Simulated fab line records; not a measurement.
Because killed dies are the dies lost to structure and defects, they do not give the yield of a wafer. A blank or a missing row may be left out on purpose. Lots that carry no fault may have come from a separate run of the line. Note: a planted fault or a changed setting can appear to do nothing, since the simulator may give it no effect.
fab line records | flow berkeley_cmos170 | part 1 of 2: steps 1 to 30 of 43
[record] lots = 5 wafers = 15 last_day = 11
route steps=331 shown CONTACT@224 M1@238 V1@254
lots that met no fault: from a run of the same line without faults
start_h: hours from the record's opening day to when the first of the lot's shown wafers began | wait_h: hours since the lot's step before | " same as the row above | L1.1+2: a row that stands for several wafers | - no value present, or no start provided | * or withheld: withheld | < > ~ a bound
route shown NAME@n: NAME is a module with steps in the file, n the number in the route of the first one | usual: mean and standard deviation over wafers with no fault | same: alike in all rows | chamber/n: place in a boat | sites: per-site readings | _std_site: the standard deviation of these | _edge_site: the outer-site mean with the inner-site mean subtracted | radius_mm: for every site, how far away it sits from the centre of the wafer | mask NAME#n: copy n | behind: tool/chamber where the wafer was last shaped | hold: why the lot went on hold/how many hours it stayed there/how the hold came to an end | device: the transistor (n, p or np) that didn't switch | end of line: the route-end tests of the same wafers | for a step that has no rows: nothing shown but its recipe | killed: the dies lost at the first sort to structure and to defects; this is not the yield of the wafer | map: per-die view of a wafer (x killed, . not killed, _ where there is no die)
set.NAME: setting as actually run; set.NAME@STEP: the setting as run at that earlier step | model.NAME: the simulator's own value behind a step, which no gauge read
a table for each step, a row for each wafer; lots at some steps of the route
services: the hour from which a tool's chamber was out of use, counted from the record's first day as start_h (under 0 if before that day), plus the number of hours and why
[[steps]]
[step UCB170_CONTACT_RTA_08]
[recipe] temp_c = 900 time_s = 10 ambient = N2
[usual] lamp_power_pct = 26.8/0.51 wafer_temp_C_max = 903.9/1.4
// columns lot.wafer tool chamber start_h wait_h lamp_power_pct wafer_temp_C_max
L077.3 rtp_anneal-02 0 155.35 0.0 26.2 903.0
L077.4 " 0 " " 26.2 903.8
L077.6 " 0 " " 26.2 903.6
L083.1 rtp_anneal-02 0 186.94 0.0 26.2 901.9
L083.3 " 0 " " 26.2 902.4
L083.6 " 0 " " 26.2 902.2
L089.3 rtp_anneal-02 0 216.11 0.0 26.2 902.9
L089.4 " 0 " " 26.2 902.4
L089.6 " 0 " " 26.2 903.3
L092.2 rtp_anneal-01 0 225.73 0.0 27.3 903.2
L092.4 " 0 " " 27.3 906.6
L092.5 " 0 " " 27.2 904.9
L096.1 rtp_anneal-02 0 250.74 0.0 26.2 903.0
L096.3 " 0 " " 26.2 903.1
L096.6 " 0 " " 26.2 902.4
[step UCB170_CONTACT_COAT_09]
[recipe] resist = BARC temp_c = withheld time_s = withheld spin_rpm = 3000 resist_thk_nm = withheld
// columns lot.wafer tool chamber start_h wait_h
L077.3+4+6 litho_track-03 0 155.88 0.5
L083.1+3+6 litho_track-03 0 187.01 0.1
L089.3+4+6 litho_track-02 0 216.23 0.1
L092.2+4+5 litho_track-04 0 225.92 0.2
L096.1+3+6 litho_track-03 0 250.81 0.1
[step UCB170_CONTACT_COAT_10]
[recipe] resist = KrF spin_rpm = 1500 resist_thk_nm = 900
// columns lot.wafer tool chamber start_h wait_h
L077.3+4+6 litho_track-03 0 - -
L083.1+3+6 litho_track-03 0 - -
L089.3+4+6 litho_track-02 0 - -
L092.2+4+5 litho_track-04 0 - -
L096.1+3+6 litho_track-03 0 - -
[step UCB170_CONTACT_SOFTBAKE_11]
[recipe] resist = KrF temp_c = 130 time_s = 60
// columns lot.wafer tool chamber start_h wait_h
L077.3+4+6 litho_track-03 0 - -
L083.1+3+6 litho_track-03 0 - -
L089.3+4+6 litho_track-02 0 - -
L092.2+4+5 litho_track-04 0 - -
L096.1+3+6 litho_track-03 0 - -
[step UCB170_CONTACT_EXPOSE_12]
[recipe] mask_id = CONT target_cd_nm = 700 na = 0.5 sigma_outer = 0.6 source_shape = conventional dose_mj = 35
// columns lot.wafer tool chamber start_h wait_h mask
L077.3+4+6 krf_scanner-02 0 156.44 - CONT#0
L083.1+3+6 krf_scanner-02 0 187.51 - CONT#0
L089.3+4+6 krf_scanner-02 0 216.78 - CONT#0
L092.2+4+5 krf_scanner-02 0 226.36 - CONT#0
L096.1+3+6 krf_scanner-01 0 251.38 - CONT#0
[step UCB170_CONTACT_PEB_13]
[recipe] peb_temp_c = 130 peb_time_s = withheld resist = KrF
// columns lot.wafer tool chamber start_h wait_h
L077.3+4+6 litho_track-03 0 156.88 0.4
L083.1+3+6 litho_track-02 0 187.73 0.2
L089.3+4+6 litho_track-02 0 217.23 0.4
L092.2+4+5 litho_track-03 0 226.48 0.1
L096.1+3+6 litho_track-03 0 251.50 0.1
[step UCB170_CONTACT_DEVELOP_14]
[recipe] developer = TMAH develop_time_s = 45 resist = KrF dev_temp_c = 21
// columns lot.wafer tool chamber start_h wait_h
L077.3+4+6 litho_track-03 0 - -
L083.1+3+6 litho_track-02 0 - -
L089.3+4+6 litho_track-02 0 - -
L092.2+4+5 litho_track-03 0 - -
L096.1+3+6 litho_track-03 0 - -
[step UCB170_CONTACT_CD_MEAS_15]
[recipe] target_cd_nm = 700
[usual] cd_nm = 700.3/1.2
// columns lot.wafer tool chamber start_h wait_h cd_nm
L077.3 cd_sem-01 - 157.15 - 701.0
L077.4 " - " " 700.0
L077.6 " - " " 700.6
L083.1 cd_sem-01 - 188.01 - 700.0
L083.3 " - " " 699.2
L083.6 " - " " 700.4
L089.3 cd_sem-01 - 217.49 - 698.5
L089.4 " - " " 700.5
L089.6 " - " " 697.9
L092.2 cd_sem-02 - 226.75 - 698.8
L092.4 " - " " 699.1
L092.5 " - " " 699.2
L096.1 cd_sem-01 - 251.77 - 701.6
L096.3 " - " " 701.0
L096.6 " - " " 701.7
[step UCB170_CONTACT_OVL_MEAS_16]
[usual] CONTACT_OVL = 2/5.3
// columns lot.wafer tool chamber start_h wait_h CONTACT_OVL[nm]
L077.3 overlay-02 - 157.24 0.1 1
L077.4 " - " " 5
L077.6 " - " " 7
L083.1 overlay-02 - 188.13 0.1 3
L083.3 " - " " -3
L083.6 " - " " 2
L089.3 overlay-01 - 217.58 0.1 -5
L089.4 " - " " -7
L089.6 " - " " -3
L092.2 overlay-01 - 226.86 0.1 2
L092.4 " - " " 3
L092.5 " - " " 2
L096.1 overlay-01 - 251.89 0.1 -9
L096.3 " - " " -12
L096.6 " - " " -2
[step UCB170_CONTACT_ETCH_17]
[recipe] chemistry = N2/H2 target_depth_a = withheld overetch_a = withheld target = BARC time_s = withheld source_w = 500 bias_w = 100 pressure_mtorr = 30 n2_flow_sccm = 100 h2_flow_sccm = 200
[usual] drypump_motor_current_A = 5.6/0.52 oes_product_au = 1.00/0.035 throttle_valve_pct = 13.32/0.18
// columns lot.wafer tool chamber start_h wait_h drypump_motor_current_A oes_product_au throttle_valve_pct
L077.3 rie_diel-03 3 157.26 0.0 4.9 1.05 13.25
L077.4 " 1 " " 5.4 1.02 13.15
L077.6 " 1 " " 5.4 1.02 13.16
L083.1 rie_diel-03 2 188.16 0.0 5.4 1.03 13.12
L083.3 " 3 " " 4.9 1.04 13.24
L083.6 " 1 " " 5.4 1.02 13.16
L089.3 rie_diel-01 2 217.61 0.0 5.2 0.94 13.40
L089.4 " 0 " " 4.9 0.97 13.16
L089.6 " 3 " " 6.7 0.98 13.40
L092.2 rie_diel-03 1 226.89 0.0 5.4 1.01 13.15
L092.4 " 2 " " 5.5 1.03 13.12
L092.5 " 0 " " 6.1 0.95 13.36
L096.1 rie_diel-01 3 251.93 0.0 6.7 0.99 13.38
L096.3 " 1 " " 5.7 1.00 13.61
L096.6 " 0 " " 4.8 0.97 13.19
[step UCB170_CONTACT_ETCH_18]
[recipe] chemistry = CHF3/CF4/Ar target = PSG stop_on = TiSi2 CHF3_flow_sccm = 45 cf4_flow_sccm = 15 Ar_flow_sccm = 150 pressure_mtorr = 200 rf_w = 700 target_depth_a = 8400 over_etch_frac = 0.2 time_s = 195
[usual] cf4_flow_sccm = 15.00/0.043 drypump_motor_current_A = 5.6/0.51 oes_product_au = 0.893/0.015 throttle_valve_pct = 6.92/0.11
// columns lot.wafer tool chamber start_h wait_h cf4_flow_sccm drypump_motor_current_A oes_product_au rf_hours_counter_h throttle_valve_pct
L077.3 rie_diel-03 3 - - 15.04 4.9 0.918 133 6.92
L077.4 " 1 " " 14.93 5.4 0.905 19 6.73
L077.6 " 1 " " 14.93 5.4 0.896 - 6.74
L083.1 rie_diel-03 2 - - 15.05 5.4 0.895 2 6.94
L083.3 " 3 " " 15.06 4.9 0.915 134 6.91
L083.6 " 1 " " 15.10 5.4 0.904 - 6.74
L089.3 rie_diel-01 2 - - 15.07 5.2 0.856 156 7.09
L089.4 " 0 " " 15.06 4.8 0.892 - 6.82
L089.6 " 3 " " 15.01 6.7 0.892 - 6.91
L092.2 rie_diel-03 1 - - 14.93 5.4 0.900 22 6.74
L092.4 " 2 " " 15.04 5.5 0.887 4 6.95
L092.5 " 0 " " 15.01 6.0 0.880 - 6.95
L096.1 rie_diel-01 3 - - 14.99 6.6 0.890 50 6.94
L096.3 " 1 " " 15.00 5.7 0.877 18 7.00
L096.6 " 0 " " 15.02 4.8 0.900 - 6.81
[step UCB170_CONTACT_STRIP_19]
[recipe] chemistry = O2 power_w = 400 pressure_mtorr = 3500 platen_temp_c = withheld o2_flow_sccm = 400 overash_fraction = 0.5
[usual] drypump_motor_current_A = 5.70/0.29 oes_product_au = 0.725/0.0047
// columns lot.wafer tool chamber start_h wait_h drypump_motor_current_A oes_product_au rf_hours_counter_h
L077.3 plasma_asher-04 0 157.46 - 5.50 0.718 -
L077.4 " 1 " " 6.06 0.726 -
L077.6 " 1 " " 6.10 0.727 -
L083.1 plasma_asher-01 1 188.33 - 5.99 0.727 43
L083.3 " 0 " " 5.57 0.728 -
L083.6 " 1 " " 5.98 0.727 -
L089.3 plasma_asher-04 0 217.81 - 5.46 0.728 -
L089.4 " 1 " " 6.05 0.731 -
L089.6 " 1 " " 6.02 0.716 -
L092.2 plasma_asher-03 1 227.06 - 5.21 0.722 12
L092.4 " 1 " " 5.24 0.723 -
L092.5 " 1 " " 5.20 0.721 -
L096.1 plasma_asher-04 0 252.10 - 5.46 0.726 55
L096.3 " 0 " " 5.45 0.729 -
L096.6 " 0 " " 5.48 0.728 -
[step UCB170_CONTACT_CD_MEAS_90]
[recipe] target_cd_nm = 700
[usual] cd_nm = 700.6/1.6
// columns lot.wafer tool chamber start_h wait_h cd_nm
L077.3 cd_sem-02 - 157.57 0.1 701.4
L077.4 " - " " 699.7
L077.6 " - " " 700.8
L083.1 cd_sem-01 - 188.43 0.1 700.8
L083.3 " - " " 699.4
L083.6 " - " " 700.3
L089.3 cd_sem-02 - 217.93 0.1 697.6
L089.4 " - " " 701.4
L089.6 " - " " 699.9
L092.2 cd_sem-01 - 227.18 0.1 698.8
L092.4 " - " " 700.8
L092.5 " - " " 699.1
L096.1 cd_sem-02 - 252.20 0.1 703.0
L096.3 " - " " 701.1
L096.6 " - " " 702.9
[step UCB170_CONTACT_CLEAN_20]
[recipe] chemistry = SPM temp_c = 120 time_s = 600
// columns lot.wafer tool chamber start_h wait_h
L077.3+4+6 wet_bench-03 0 157.74 0.2
L083.1+3+6 wet_bench-03 2 188.55 0.1
L089.3+4+6 wet_bench-03 2 218.07 0.1
L092.2+4+5 wet_bench-01 3 227.28 0.1
L096.1+3+6 wet_bench-01 3 252.32 0.1
[step UCB170_M1_SPUTTER_00]
[recipe] material = Al target_thk_nm = 600 time_s = 80 power_w = 6000 chamber_pressure_pa = 0.5
[usual] throttle_valve_pct = 30.3/0.66
// columns lot.wafer tool chamber start_h wait_h throttle_valve_pct
L077.3 pvd_sputter-02 - 157.92 0.0 30.9
L077.4 " - " " 31.2
L077.6 " - " " 31.5
L083.1 pvd_sputter-03 - 188.73 0.0 30.8
L083.3 " - " " 29.7
L083.6 " - " " 30.0
L089.3 pvd_sputter-02 - 218.24 0.0 31.3
L089.4 " - " " 30.7
L089.6 " - " " 29.1
L092.2 pvd_sputter-02 - 227.45 0.0 31.3
L092.4 " - " " 29.0
L092.5 " - " " 30.7
L096.1 pvd_sputter-02 - 252.49 0.0 28.9
L096.3 " - " " 30.9
L096.6 " - " " 30.8
[step UCB170_M1_RS_MEAS_01]
[recipe] thk_meas_gauge = four-point-probe reads = Al_of_M1_SPUTTER_00
[usual] M1_AL_RS = 0.0485/0.00063
// columns lot.wafer tool chamber start_h wait_h M1_AL_RS[ohm/sq]
L077.3 film_metro-04 - 158.02 0.1 0.0478
L077.4 " - " " 0.0485
L077.6 " - " " 0.0487
L083.1 film_metro-03 - 188.79 0.0 0.0492
L083.3 " - " " 0.0482
L083.6 " - " " 0.0491
L089.3 film_metro-03 - 218.35 0.1 0.0481
L089.4 " - " " 0.0485
L089.6 " - " " 0.0474
L092.2 film_metro-02 - 227.53 0.1 0.0487
L092.4 " - " " 0.0475
L092.5 " - " " 0.0488
L096.1 film_metro-04 - 252.55 0.0 0.0467
L096.3 " - " " 0.0481
L096.6 " - " " 0.0480
[step UCB170_M1_THK_MEAS_02]
[recipe] thk_meas_gauge = xrf reads = Al_of_M1_SPUTTER_00
[usual] M1_AL_THK = 602/8.3
// columns lot.wafer tool chamber start_h wait_h M1_AL_THK[nm]
L077.3 film_metro-04 - 158.12 0.1 620
L077.4 " - " " 605
L077.6 " - " " 607
L083.1 film_metro-03 - 188.91 0.1 590
L083.3 " - " " 607
L083.6 " - " " 595
L089.3 film_metro-03 - 218.45 0.1 605
L089.4 " - " " 600
L089.6 " - " " 613
L092.2 film_metro-02 - 227.64 0.1 601
L092.4 " - " " 613
L092.5 " - " " 596
L096.1 film_metro-04 - 252.67 0.1 627
L096.3 " - " " 614
L096.6 " - " " 613
[step UCB170_M1_COAT_03]
[recipe] resist = BARC temp_c = withheld time_s = withheld spin_rpm = 3000 resist_thk_nm = withheld
// columns lot.wafer tool chamber start_h wait_h
L077.3+4+6 litho_track-04 0 158.21 0.1
L083.1+3+6 litho_track-01 0 188.97 0.1
L089.3+4+6 litho_track-03 0 218.54 0.1
L092.2+4+5 litho_track-03 0 228.56 0.9
L096.1+3+6 litho_track-04 0 252.73 0.1
[step UCB170_M1_COAT_04]
[recipe] resist = KrF spin_rpm = 1500 resist_thk_nm = 900
// columns lot.wafer tool chamber start_h wait_h
L077.3+4+6 litho_track-04 0 - -
L083.1+3+6 litho_track-01 0 - -
L089.3+4+6 litho_track-03 0 - -
L092.2+4+5 litho_track-03 0 - -
L096.1+3+6 litho_track-04 0 - -
[step UCB170_M1_SOFTBAKE_05]
[recipe] resist = KrF temp_c = 130 time_s = 60
// columns lot.wafer tool chamber start_h wait_h
L077.3+4+6 litho_track-04 0 - -
L083.1+3+6 litho_track-01 0 - -
L089.3+4+6 litho_track-03 0 - -
L092.2+4+5 litho_track-03 0 - -
L096.1+3+6 litho_track-04 0 - -
[step UCB170_M1_EXPOSE_06]
[recipe] mask_id = METAL1 target_cd_nm = 700 na = 0.5 sigma_outer = 0.6 source_shape = conventional dose_mj = 21
// columns lot.wafer tool chamber start_h wait_h mask
L077.3+4+6 krf_scanner-01 0 158.77 - METAL1#0
L083.1+3+6 krf_scanner-01 0 189.54 - METAL1#0
L089.3+4+6 krf_scanner-01 0 219.25 - METAL1#0
L092.2+4+5 krf_scanner-02 0 229.13 - METAL1#0
L096.1+3+6 krf_scanner-02 0 253.31 - METAL1#0
[step UCB170_M1_PEB_07]
[recipe] peb_temp_c = 130 peb_time_s = withheld resist = KrF
// columns lot.wafer tool chamber start_h wait_h
L077.3+4+6 litho_track-04 0 159.16 0.4
L083.1+3+6 litho_track-04 0 189.89 0.3
L089.3+4+6 litho_track-03 0 219.54 0.3
L092.2+4+5 litho_track-03 0 229.28 0.1
L096.1+3+6 litho_track-01 0 253.43 0.1
[step UCB170_M1_DEVELOP_08]
[recipe] developer = TMAH develop_time_s = 45 resist = KrF dev_temp_c = 21
// columns lot.wafer tool chamber start_h wait_h
L077.3+4+6 litho_track-04 0 - -
L083.1+3+6 litho_track-04 0 - -
L089.3+4+6 litho_track-03 0 - -
L092.2+4+5 litho_track-03 0 - -
L096.1+3+6 litho_track-01 0 - -
[step UCB170_M1_CD_MEAS_09]
[recipe] target_cd_nm = 700
[usual] cd_nm = 700.2/1.4
// columns lot.wafer tool chamber start_h wait_h cd_nm
L077.3 cd_sem-02 - 159.42 - 700.6
L077.4 " - " " 700.1
L077.6 " - " " 700.4
L083.1 cd_sem-01 - 190.17 - 702.9
L083.3 " - " " 700.6
L083.6 " - " " 700.7
L089.3 cd_sem-02 - 219.80 - 700.2
L089.4 " - " " 700.3
L089.6 " - " " 699.1
L092.2 cd_sem-01 - 229.61 - 700.4
L092.4 " - " " 700.5
L092.5 " - " " 699.1
L096.1 cd_sem-01 - 253.70 - 698.7
L096.3 " - " " 698.6
L096.6 " - " " 699.2
[step UCB170_M1_OVL_MEAS_10]
[usual] M1_OVL = -1/5
// columns lot.wafer tool chamber start_h wait_h M1_OVL[nm]
L077.3 overlay-01 - 159.51 0.1 -5
L077.4 " - " " -10
L077.6 " - " " -19
L083.1 overlay-01 - 190.29 0.1 -5
L083.3 " - " " -3
L083.6 " - " " -3
L089.3 overlay-01 - 219.89 0.1 0
L089.4 " - " " 5
L089.6 " - " " 7
L092.2 overlay-02 - 229.72 0.1 13
L092.4 " - " " 10
L092.5 " - " " 1
L096.1 overlay-02 - 253.82 0.1 5
L096.3 " - " " -1
L096.6 " - " " -1
[step UCB170_M1_ETCH_11]
[recipe] chemistry = N2/H2 target_depth_a = withheld overetch_a = withheld target = BARC time_s = withheld source_w = 500 bias_w = 100 pressure_mtorr = 30 n2_flow_sccm = 100 h2_flow_sccm = 200
[usual] drypump_motor_current_A = 5.6/0.5 oes_product_au = 0.99/0.036 throttle_valve_pct = 13.25/0.2
// columns lot.wafer tool chamber start_h wait_h drypump_motor_current_A oes_product_au throttle_valve_pct
L077.3 rie_diel-01 2 159.54 0.0 5.2 0.92 13.39
L077.4 " 3 " " 6.7 0.98 13.39
L077.6 " 2 " " 5.2 0.94 13.39
L083.1 rie_diel-03 0 190.32 0.0 6.1 0.94 13.36
L083.3 " 1 " " 5.4 1.02 13.15
L083.6 " 2 " " 5.5 1.04 13.12
L089.3 rie_diel-04 0 219.92 0.0 5.3 1.02 13.06
L089.4 " 3 " " 5.7 0.98 13.59
L089.6 " 0 " " 5.3 1.01 13.05
L092.2 rie_diel-03 3 229.75 0.0 4.9 1.03 13.24
L092.4 " 1 " " 5.4 1.01 13.16
L092.5 " 1 " " 5.4 1.02 13.15
L096.1 rie_diel-04 3 253.86 0.0 5.6 0.98 13.60
L096.3 " 0 " " 5.3 1.04 13.07
L096.6 " 3 " " 5.7 0.99 13.60
[step UCB170_M1_METAL_ETCH_12]
[recipe] chemistry = Cl2/BCl3 target = Al stop_on = PSG pressure_mtorr = 12 target_depth_a = 7800 over_etch_frac = 0.3 time_s = 130 icp_w = 600 bias_w = 120 Cl2_flow_sccm = 90 bcl3_flow_sccm = 45
[usual] drypump_motor_current_A = 5.76/0.29 oes_product_au = 0.847/0.011 throttle_valve_pct = 24.46/0.27
// columns lot.wafer tool chamber start_h wait_h drypump_motor_current_A oes_product_au rf_hours_counter_h throttle_valve_pct
L077.3 rie_metal-01 0 159.62 - 5.78 0.842 - 24.54
L077.4 " 1 " " 5.51 0.845 - 24.00
L077.6 " 1 " " 5.52 0.848 - 24.00
L083.1 rie_metal-02 0 190.37 - 6.01 0.834 4 24.80
L083.3 " 1 " " 5.36 0.861 - 24.62
L083.6 " 0 " " 6.02 0.839 - 24.82
L089.3 rie_metal-01 0 220.00 - 5.78 0.840 - 24.53
L089.4 " 1 " " 5.49 0.851 - 23.98
L089.6 " 0 " " 5.75 0.847 - 24.54
L092.2 rie_metal-01 1 229.79 - 5.47 0.843 12 23.99
L092.4 " 1 " " 5.48 0.862 - 24.00
L092.5 " 1 " " 5.48 0.839 - 24.00
L096.1 rie_metal-01 1 253.90 - 5.49 0.865 13 23.98
L096.3 " 1 " " 5.47 0.856 - 23.99
L096.6 " 1 " " 5.49 0.859 - 23.99
[step UCB170_M1_STRIP_13]
[recipe] chemistry = O2 power_w = 400 pressure_mtorr = 3500 platen_temp_c = withheld o2_flow_sccm = 400 overash_fraction = 0.5
[usual] drypump_motor_current_A = 5.6/0.33 oes_product_au = 0.719/0.0044
// columns lot.wafer tool chamber start_h wait_h drypump_motor_current_A oes_product_au rf_hours_counter_h
L077.3 plasma_asher-01 0 159.75 0.1 5.5 0.720 -
L077.4 " 1 " " 6.0 0.718 -
L077.6 " 1 " " 6.0 0.724 -
L083.1 plasma_asher-02 1 190.50 0.1 5.0 0.714 50
L083.3 " 0 " " 5.8 0.721 -
L083.6 " 1 " " 5.0 0.728 -
L089.3 plasma_asher-01 1 220.13 0.1 6.0 0.716 -
L089.4 " 0 " " 5.6 0.716 -
L089.6 " 0 " " 5.5 0.720 -
L092.2 plasma_asher-02 1 229.93 0.1 5.1 0.724 54
L092.4 " 1 " " 5.0 0.722 -
L092.5 " 0 " " 5.7 0.720 -
L096.1 plasma_asher-01 0 254.03 0.1 5.5 0.718 50
L096.3 " 0 " " 5.5 0.722 -
L096.6 " 0 " " 5.5 0.721 -
[step UCB170_M1_CD_MEAS_90]
[recipe] target_cd_nm = 700
[usual] cd_nm = 700/3.3
// columns lot.wafer tool chamber start_h wait_h cd_nm
L077.3 cd_sem-01 - 159.85 0.1 700
L077.4 " - " " 704
L077.6 " - " " 706
L083.1 cd_sem-02 - 190.60 0.1 700
L083.3 " - " " 703
L083.6 " - " " 698
L089.3 cd_sem-02 - 220.23 0.1 696
L089.4 " - " " 702
L089.6 " - " " 693
L092.2 cd_sem-02 - 230.05 0.1 703
L092.4 " - " " 701
L092.5 " - " " 701
L096.1 cd_sem-01 - 254.13 0.1 700
L096.3 " - " " 702
L096.6 " - " " 702
[step UCB170_M1_ANNEAL_14]
[recipe] temp_c = 400 time_s = 1200 ambient = forming_gas
[usual] zone_power_source_pct = 5.78/0.28
// columns lot.wafer tool chamber start_h wait_h zone_power_source_pct
L077.3 - - 161.80 1.9 5.62
L077.4 " - " " 5.56
L077.6 " - " " 5.58
L083.1 - - 190.96 0.3 6.09
L083.3 " - " " 6.16
L083.6 " - " " 6.16
L089.3 - - 221.38 1.1 5.53
L089.4 " - " " 5.52
L089.6 " - " " 5.50
L092.2 - - 233.26 3.2 5.81
L092.4 " - " " 5.83
L092.5 " - " " 5.83
L096.1 - - 256.24 2.1 6.15
L096.3 " - " " 6.26
L096.6 " - " " 6.04
